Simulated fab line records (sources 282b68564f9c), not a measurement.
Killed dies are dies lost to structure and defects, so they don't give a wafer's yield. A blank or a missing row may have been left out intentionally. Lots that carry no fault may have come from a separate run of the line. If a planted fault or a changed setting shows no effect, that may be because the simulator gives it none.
Which of the tools did it? :: flow ritCmos :: Sampling: 14 lots, 42 wafers, 5 of 202 route steps

WHAT THE GAUGES READ, wafer by wafer
RIT_FOX2_THK_MEAS_01. Usual: FOX2_OXIDE_THK 352 nm, standard deviation 6.4.
lot: L313
measured: day 1 18:22
on: filmMetro-01
FOX2_OXIDE_THK (nm): 346 340 353
flag: 

lot: L314
measured: day 1 23:23
on: filmMetro-02
FOX2_OXIDE_THK (nm): 359 352 356
flag: 

lot: L315
measured: day 2 05:11
on: filmMetro-04
FOX2_OXIDE_THK (nm): 356 354 355
flag: 

lot: L316
measured: day 2 10:08
on: filmMetro-04
FOX2_OXIDE_THK (nm): 339 342 342
flag: 

lot: L317
measured: day 2 14:31
on: filmMetro-02
FOX2_OXIDE_THK (nm): 349 351 350
flag: 

lot: L318
measured: day 2 19:23
on: filmMetro-02
FOX2_OXIDE_THK (nm): 350 342 339
flag: 

lot: L319
measured: day 3 00:20
on: filmMetro-04
FOX2_OXIDE_THK (nm): 344 349 353
flag: 

lot: L320
measured: day 3 05:53
on: filmMetro-02
FOX2_OXIDE_THK (nm): 349 347 352
flag: 

lot: L321
measured: day 3 10:47
on: filmMetro-04
FOX2_OXIDE_THK (nm): 349 351 349
flag: 

lot: L322
measured: day 3 16:42
on: filmMetro-01
FOX2_OXIDE_THK (nm): 362 360 367
flag: 

lot: L328
measured: day 4 22:51
on: filmMetro-01
FOX2_OXIDE_THK (nm): 350 356 349
flag: 

lot: L331
measured: day 5 12:19
on: filmMetro-02
FOX2_OXIDE_THK (nm): 350 347 348
flag: 

lot: L333
measured: day 6 00:57
on: filmMetro-01
FOX2_OXIDE_THK (nm): 354 357 356
flag: 

lot: L336
measured: day 6 15:40
on: filmMetro-01
FOX2_OXIDE_THK (nm): 353 349 352
flag: 

RIT_NWELL_TW_MEAS_10. Usual: NWELL_TW 2136, standard deviation 17.
lot: L313
measured: day 1 20:52
on: filmMetro-04
NWELL_TW: 2142 2131 2140
flag: 

lot: L314
measured: day 2 01:52
on: filmMetro-03
NWELL_TW: 2170 2163 2163
flag: 

lot: L315
measured: day 2 07:37
on: filmMetro-03
NWELL_TW: 2167 2169 2165
flag: 

lot: L316
measured: day 2 12:41
on: filmMetro-03
NWELL_TW: 2174 2164 2161
flag: 

lot: L317
measured: day 2 16:57
on: filmMetro-04
NWELL_TW: 2152 2149 2143
flag: 

lot: L318
measured: day 2 21:56
on: filmMetro-02
NWELL_TW: 2126 2124 2135
flag: 

lot: L319
measured: day 3 02:55
on: filmMetro-04
NWELL_TW: 2147 2158 2151
flag: 

lot: L320
measured: day 3 08:27
on: filmMetro-02
NWELL_TW: 2108 2110 2119
flag: 

lot: L321
measured: day 3 13:25
on: filmMetro-03
NWELL_TW: 2129 2130 2131
flag: 

lot: L322
measured: day 3 19:16
on: filmMetro-03
NWELL_TW: 2133 2109 2114
flag: 

lot: L328
measured: day 5 02:04
on: filmMetro-04
NWELL_TW: 2133 2130 2139
flag: 

lot: L331
measured: day 5 14:55
on: filmMetro-02
NWELL_TW: 2124 2121 2115
flag: 

lot: L333
measured: day 6 03:31
on: filmMetro-03
NWELL_TW: 2140 2132 2139
flag: 

lot: L336
measured: day 6 18:14
on: filmMetro-02
NWELL_TW: 2114 2111 2113
flag: 

RIT_GATE_THK_MEAS_09. Usual: GATE_POLY_THK 249.7 nm, standard deviation 2.8.
lot: L313
measured: day 2 11:05
on: filmMetro-02
GATE_POLY_THK (nm): 246.3 246.5 247.8
flag: 

lot: L314
measured: day 2 16:10
on: filmMetro-04
GATE_POLY_THK (nm): 254.5 255.2 252.5
flag: 

lot: L315
measured: day 2 22:22
on: filmMetro-04
GATE_POLY_THK (nm): 248.5 247.3 249.5
flag: 

lot: L316
measured: day 3 02:29
on: filmMetro-02
GATE_POLY_THK (nm): 252.8 252.6 254.5
flag: 

lot: L317
measured: day 3 09:22
on: filmMetro-04
GATE_POLY_THK (nm): 248.5 250.3 248.3
flag: 

lot: L318
measured: day 3 13:11
on: filmMetro-04
GATE_POLY_THK (nm): 246.8 248.8 248.7
flag: 

lot: L319
measured: day 3 16:35
on: filmMetro-04
GATE_POLY_THK (nm): 250.0 248.5 251.0
flag: 

lot: L320
measured: day 3 22:40
on: filmMetro-04
GATE_POLY_THK (nm): 249.2 247.3 248.0
flag: 

lot: L321
measured: day 4 04:40
on: filmMetro-01
GATE_POLY_THK (nm): 252.6 249.8 250.0
flag: 

lot: L322
measured: day 4 09:11
on: filmMetro-04
GATE_POLY_THK (nm): 252.2 252.4 252.5
flag: 

lot: L328
measured: day 5 17:52
on: filmMetro-04
GATE_POLY_THK (nm): 263.6 263.1 262.7
flag: OFF

lot: L331
measured: day 6 07:19
on: filmMetro-01
GATE_POLY_THK (nm): 259.2 259.1 258.1
flag: OFF

lot: L333
measured: day 6 21:29
on: filmMetro-04
GATE_POLY_THK (nm): 245.7 247.7 246.4
flag: 

lot: L336
measured: day 7 09:25
on: filmMetro-04
GATE_POLY_THK (nm): 251.6 252.7 251.9
flag: 

RIT_PLDD_TW_MEAS_10. Usual: PLDD_TW 2321, standard deviation 18.
lot: L313
measured: day 2 18:50
on: filmMetro-01
PLDD_TW: 2322 2336 2329
flag: 

lot: L314
measured: day 2 23:53
on: filmMetro-03
PLDD_TW: 2367 2373 2373
flag: 

lot: L315
measured: day 3 06:18
on: filmMetro-01
PLDD_TW: 2314 2315 2319
flag: 

lot: L316
measured: day 3 11:11
on: filmMetro-03
PLDD_TW: 2339 2325 2325
flag: 

lot: L317
measured: day 3 17:00
on: filmMetro-02
PLDD_TW: 2301 2321 2304
flag: 

lot: L318
measured: day 3 20:50
on: filmMetro-01
PLDD_TW: 2307 2301 2315
flag: 

lot: L319
measured: day 4 00:34
on: filmMetro-02
PLDD_TW: 2316 2302 2320
flag: 

lot: L320
measured: day 4 07:05
on: filmMetro-03
PLDD_TW: 2338 2339 2332
flag: 

lot: L321
measured: day 4 12:23
on: filmMetro-03
PLDD_TW: 2345 2333 2341
flag: 

lot: L322
measured: day 4 16:44
on: filmMetro-01
PLDD_TW: 2310 2304 2323
flag: 

lot: L328
measured: day 6 01:39
on: filmMetro-01
PLDD_TW: 2304 2290 2305
flag: 

lot: L331
measured: day 6 15:37
on: filmMetro-03
PLDD_TW: 2349 2340 2341
flag: 

lot: L333
measured: day 7 05:26
on: filmMetro-02
PLDD_TW: 2312 2325 2319
flag: 

lot: L336
measured: day 7 17:07
on: filmMetro-01
PLDD_TW: 2316 2312 2311
flag: 

EACH LOT AND THE TOOL THAT RAN IT (in order: tool; ch and the chambers of the sampled wafers; start)
lot: L313
RIT_GATE_CVD_08: lpcvd-01 ch 1, day 2 09:28

lot: L314
RIT_GATE_CVD_08: lpcvd-01 ch 1, day 2 14:32

lot: L315
RIT_GATE_CVD_08: lpcvd-01 ch 0, day 2 20:45

lot: L316
RIT_GATE_CVD_08: lpcvd-02 ch 0, day 3 00:52

lot: L317
RIT_GATE_CVD_08: lpcvd-02 ch 1, day 3 05:43

lot: L318
RIT_GATE_CVD_08: lpcvd-02 ch 0, day 3 10:45

lot: L319
RIT_GATE_CVD_08: lpcvd-01 ch 1, day 3 14:58

lot: L320
RIT_GATE_CVD_08: lpcvd-02 ch 1, day 3 21:02

lot: L321
RIT_GATE_CVD_08: lpcvd-02 ch 0, day 4 02:14

lot: L322
RIT_GATE_CVD_08: lpcvd-01 ch 1, day 4 07:34

lot: L328
RIT_GATE_CVD_08: lpcvd-02 ch 1, day 5 16:14

lot: L331
RIT_GATE_CVD_08: lpcvd-02 ch 1, day 6 05:43

lot: L333
RIT_GATE_CVD_08: lpcvd-01 ch 0, day 6 19:51

lot: L336
RIT_GATE_CVD_08: lpcvd-01 ch 1, day 7 07:47
- RIT_GATE_CVD_08: deposits poly-Si from SiH4, target thk 250 nm, time 2220 s.

WHAT THE TOOLS THEMSELVES READ (means of the sampled wafers that have a number; where no wafer has one, the mark that the record gives instead)
The record holds no such reading with a usual standard deviation.

THE ANSWER, worked out from the rows above alone
Rule: a lot counts as off when the mean over its wafers that have a number is more than 3 standard deviations away from the usual mean. A lot without any number at a reading at which 4 lots or more have one is off too. All remaining lots with rows at the step are treated as sound. First the gauges in route order, then the tools' own readings, where a lot's mean is used as printed above. The first step at which some lot is off is used, and at that step the reading that is off furthest; a lot without a number counts as furthest.
Off: L328, L331, at RIT_GATE_THK_MEAS_09 (GATE_POLY_THK).
A tool fits if, at a process step before that reading, it ran every lot that is off, and no sound lot after the first of them. Those tools and the gauges at RIT_GATE_THK_MEAS_09 are tried in the same way. One candidate fits, namely lpcvd-02 at RIT_GATE_CVD_08. A fault onset in the window from L321 (day 4 02:14, its last sound lot) to L328 (day 5 16:14, its first lot off) fits.

WHAT HAD BEEN PUT IN BY THE SIMULATOR
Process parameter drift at RIT_GATE_CVD_08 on lpcvd-02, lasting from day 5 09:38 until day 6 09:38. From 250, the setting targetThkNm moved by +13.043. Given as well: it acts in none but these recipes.
Struck lots among those shown: L328, L331. The rule above found the same.
